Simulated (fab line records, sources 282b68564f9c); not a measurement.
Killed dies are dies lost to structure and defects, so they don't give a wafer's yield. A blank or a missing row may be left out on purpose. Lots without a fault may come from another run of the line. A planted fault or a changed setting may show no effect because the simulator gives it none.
fab line records | flow rit_cmos | part 2 of 2: steps 39 to 48 of 48
record lots=5 wafers=15 last_day=7
route steps=202 shown PLDD@118 SPACER@125 NSD@131 PSD@142 SDANNEAL@153 NLDD@160 SILICIDE@161
lots that met no fault: from a run of the same line without faults
start_h: hours from the record's first day to the start of the lot's first wafer shown | wait_h: hours since the lot's step before | " the same as in the row above | L1.1+2: a row that stands for several wafers | - no value, or no start given | * or withheld: withheld | < > ~ a bound
route shown NAME@n: a module of which the file shows steps, and the number in the route of the first | usual: mean/standard deviation of fault-free wafers | same: alike in all rows | chamber/n: place in a boat | sites: the reading at each site | _std_site: their standard deviation | _edge_site: outer sites' mean less inner sites' | radius_mm: how far each site lies from the wafer's centre | mask NAME#n: copy n | behind: the tool/chamber that last shaped the wafer | hold: why the lot was held/for how many hours/how that ended | device: the transistor (n, p or np) that didn't switch | end of line: the same wafers' tests at the end of the route | a step without rows: its recipe alone | killed: dies lost to structure and defects at the first sort, not the wafer's yield | map: a wafer's dies, x killed, . not, _ none there
set.NAME: the setting as run; set.NAME@STEP: as run at that earlier step | model.NAME: the simulator's own value behind a step, which no gauge read
lots at some steps of the route; a table a step, a row a wafer
services: from which hour (start_h, from the record's first day; less than 0 if before it) a tool's chamber was out of use, for how many hours, and why
## steps
# step RIT_SDANNEAL_RTA_03
# recipe temp_c=1050 time_s=5 idle_temp_c=600 ramp_up_c_per_s=342 ramp_down_c_per_s=171 cool_to_c=600 ambient=N2
# usual wafer_temp_C_max=1053.5/1.1
# columns lot.wafer tool chamber start_h wait_h wafer_temp_C_max
L075.1 rtp_anneal-02 0 74.65 0.0 1054.9
L075.4 " 0 " " 1054.1
L075.5 " 0 " " 1053.4
L076.1 rtp_anneal-01 0 92.64 0.0 1055.0
L076.2 " 0 " " 1051.7
L076.3 " 0 " " 1052.2
L086.2 rtp_anneal-02 0 138.03 0.0 1053.2
L086.3 " 0 " " 1054.5
L086.5 " 0 " " 1055.3
L089.1 rtp_anneal-02 0 142.77 0.0 1054.8
L089.2 " 0 " " 1053.4
L089.6 " 0 " " 1054.5
L095.2 rtp_anneal-02 0 161.14 0.0 1051.9
L095.4 " 0 " " 1055.3
L095.5 " 0 " " 1053.1
# step RIT_SDANNEAL_RS_MEAS_04
# recipe thk_meas_gauge=four-point-probe
# usual PSD_RS=115.8/0.31
# columns lot.wafer tool chamber start_h wait_h PSD_RS[ohm/sq]
L075.1 film_metro-01 - 74.71 0.0 115.7
L075.4 " - " " 115.5
L075.5 " - " " 115.6
L076.1 film_metro-02 - 92.70 0.0 115.6
L076.2 " - " " 116.1
L076.3 " - " " 116.1
L086.2 film_metro-02 - 138.09 0.1 116.3
L086.3 " - " " 116.1
L086.5 " - " " 116.2
L089.1 film_metro-03 - 142.83 0.0 115.7
L089.2 " - " " 115.5
L089.6 " - " " 115.5
L095.2 film_metro-03 - 161.21 0.1 116.3
L095.4 " - " " 116.4
L095.5 " - " " 115.9
# step RIT_SDANNEAL_RS_MEAS_05
# recipe thk_meas_gauge=four-point-probe
# usual NSD_RS=84.54/0.26
# columns lot.wafer tool chamber start_h wait_h NSD_RS[ohm/sq]
L075.1 film_metro-01 - 74.83 0.1 84.18
L075.4 " - " " 84.15
L075.5 " - " " 84.53
L076.1 film_metro-02 - 92.82 0.1 84.89
L076.2 " - " " 84.44
L076.3 " - " " 84.83
L086.2 film_metro-02 - 138.21 0.1 84.51
L086.3 " - " " 84.64
L086.5 " - " " 84.30
L089.1 film_metro-03 - 142.95 0.1 84.16
L089.2 " - " " 84.24
L089.6 " - " " 84.25
L095.2 film_metro-03 - 161.33 0.1 84.70
L095.4 " - " " 84.38
L095.5 " - " " 84.43
# step RIT_SDANNEAL_RS_MEAS_06
# recipe thk_meas_gauge=four-point-probe
# usual PLDD_RS=178.6/0.5
# columns lot.wafer tool chamber start_h wait_h PLDD_RS[ohm/sq]
L075.1 film_metro-01 - 74.95 0.1 177.5
L075.4 " - " " 177.4
L075.5 " - " " 177.6
L076.1 film_metro-02 - 92.94 0.1 178.9
L076.2 " - " " 178.5
L076.3 " - " " 179.0
L086.2 film_metro-02 - 138.33 0.1 178.7
L086.3 " - " " 179.1
L086.5 " - " " 179.2
L089.1 film_metro-03 - 143.07 0.1 179.1
L089.2 " - " " 178.8
L089.6 " - " " 178.8
L095.2 film_metro-03 - 161.45 0.1 178.6
L095.4 " - " " 178.9
L095.5 " - " " 178.1
# step RIT_SDANNEAL_RS_MEAS_07
# recipe thk_meas_gauge=four-point-probe
# usual NLDD_RS=151.6/0.53
# columns lot.wafer tool chamber start_h wait_h NLDD_RS[ohm/sq]
L075.1 film_metro-01 - 75.07 0.1 151.9
L075.4 " - " " 151.5
L075.5 " - " " 151.3
L076.1 film_metro-02 - 93.06 0.1 151.3
L076.2 " - " " 151.3
L076.3 " - " " 151.3
L086.2 film_metro-02 - 138.45 0.1 152.4
L086.3 " - " " 151.6
L086.5 " - " " 152.6
L089.1 film_metro-03 - 143.19 0.1 151.6
L089.2 " - " " 151.4
L089.6 " - " " 151.3
L095.2 film_metro-03 - 161.57 0.1 151.5
L095.4 " - " " 152.2
L095.5 " - " " 151.9
# step RIT_SILICIDE_WET_ETCH_00
# recipe chemistry=BOE target=SiO2 target_depth_nm=14 time_s=15 dry=n2_spin dilution=10:1 temp_c=21.5
# columns lot.wafer tool chamber start_h wait_h
L075.1+4+5 wet_bench-01 3 75.19 0.1
L076.1+2+3 wet_bench-01 2 93.18 0.1
L086.2+3+5 wet_bench-01 1 138.55 0.1
L089.1+2+6 wet_bench-03 0 143.31 0.1
L095.2+4+5 wet_bench-04 1 161.67 0.1
# step RIT_SILICIDE_SPUTTER_01
# recipe material=Ti target_thk_nm=30 power_w=350 chamber_pressure_pa=0.667 gas=Ar time_s=240 substrate_temp_c=25
# usual throttle_valve_pct=29.9/1.4
# columns lot.wafer tool chamber start_h wait_h throttle_valve_pct
L075.1 pvd_sputter-01 - 75.21 0.0 32.3
L075.4 " - " " 29.3
L075.5 " - " " 29.5
L076.1 pvd_sputter-02 - 93.20 0.0 31.1
L076.2 " - " " 31.5
L076.3 " - " " 30.1
L086.2 pvd_sputter-04 - 138.57 0.0 30.9
L086.3 " - " " 30.2
L086.5 " - " " 31.0
L089.1 pvd_sputter-01 - 143.32 0.0 32.4
L089.2 " - " " 28.1
L089.6 " - " " 29.3
L095.2 pvd_sputter-02 - 161.68 0.0 30.2
L095.4 " - " " 31.3
L095.5 " - " " 30.4
# step RIT_SILICIDE_RS_MEAS_02
# recipe thk_meas_gauge=four-point-probe reads=Ti_of_SILICIDE_SPUTTER_01
# usual SILICIDE_TI_RS=47.8/0.93
# columns lot.wafer tool chamber start_h wait_h SILICIDE_TI_RS[ohm/sq]
L075.1 film_metro-04 - 75.36 0.1 46.3
L075.4 " - " " 48.4
L075.5 " - " " 48.5
L076.1 film_metro-04 - 93.35 0.1 48.8
L076.2 " - " " 47.8
L076.3 " - " " 47.3
L086.2 film_metro-03 - 138.75 0.1 47.0
L086.3 " - " " 47.8
L086.5 " - " " 47.0
L089.1 film_metro-04 - 143.47 0.1 47.0
L089.2 " - " " 48.4
L089.6 " - " " 48.6
L095.2 film_metro-04 - 161.85 0.1 46.9
L095.4 " - " " 47.8
L095.5 " - " " 46.8
# step RIT_SILICIDE_THK_MEAS_03
# recipe thk_meas_gauge=xrf reads=Ti_of_SILICIDE_SPUTTER_01
# usual SILICIDE_TI_THK=30.0/0.48
# columns lot.wafer tool chamber start_h wait_h SILICIDE_TI_THK[nm]
L075.1 film_metro-04 - 75.48 0.1 30.7
L075.4 " - " " 29.7
L075.5 " - " " 29.8
L076.1 film_metro-04 - 93.47 0.1 29.6
L076.2 " - " " 30.1
L076.3 " - " " 30.3
L086.2 film_metro-03 - 138.86 0.1 30.5
L086.3 " - " " 30.0
L086.5 " - " " 30.5
L089.1 film_metro-04 - 143.59 0.1 30.3
L089.2 " - " " 29.5
L089.6 " - " " 29.3
L095.2 film_metro-04 - 161.96 0.1 30.6
L095.4 " - " " 30.0
L095.5 " - " " 30.5
# step RIT_SILICIDE_RTA_04
# recipe temp_c=650 time_s=10 idle_temp_c=25 ramp_up_s=5 ramp_down_s=5 cool_to_c=25 ambient=N2
# usual wafer_temp_C_max=654.3/0.81
# columns lot.wafer tool chamber start_h wait_h wafer_temp_C_max
L075.1 rtp_anneal-01 0 75.54 0.1 653.1
L075.4 " 0 " " 653.9
L075.5 " 0 " " 654.9
L076.1 rtp_anneal-01 0 93.53 0.1 655.0
L076.2 " 0 " " 654.3
L076.3 " 0 " " 653.7
L086.2 rtp_anneal-01 0 138.92 0.1 654.6
L086.3 " 0 " " 653.5
L086.5 " 0 " " 654.2
L089.1 rtp_anneal-01 0 143.65 0.1 653.7
L089.2 " 0 " " 655.0
L089.6 " 0 " " 653.1
L095.2 rtp_anneal-01 0 162.02 0.1 652.8
L095.4 " 0 " " 654.3
L095.5 " 0 " " 653.2
## services
# columns tool chamber start_h hours kind
lpcvd-02 - 45.82 0.5 repair
implanter-04 - 46.20 6.6 repair
pvd_sputter-01 - 49.94 3.9 repair
wet_bench-01 - 57.20 4.5 repair
plasma_asher-03 - 67.92 3.8 repair
iline_stepper-01 - 69.13 1.7 pm
iline_stepper-01 - 76.64 28.9 pm
lpcvd-01 - 76.67 1.4 repair
implanter-01 - 78.30 2.3 repair
implanter-04 - 79.93 0.6 repair
implanter-01 - 80.56 20.9 pm
pvd_sputter-02 - 102.47 2.1 repair
plasma_asher-02 - 108.75 9.0 pm
plasma_asher-02 0 108.75 9.0 vent_cycle
rie_diel-01 2 109.64 9.8 repair
pvd_sputter-02 - 112.11 2.4 repair
plasma_asher-01 - 112.30 2.8 pm
rie_diel-02 2 112.83 11.1 repair
iline_stepper-02 - 122.96 8.9 pm
plasma_asher-03 - 130.17 3.4 repair
pvd_sputter-01 - 130.93 2.0 repair
iline_stepper-02 - 131.85 1.7 pm
pvd_sputter-01 - 133.63 0.8 repair
iline_stepper-01 - 159.31 3.5 repair
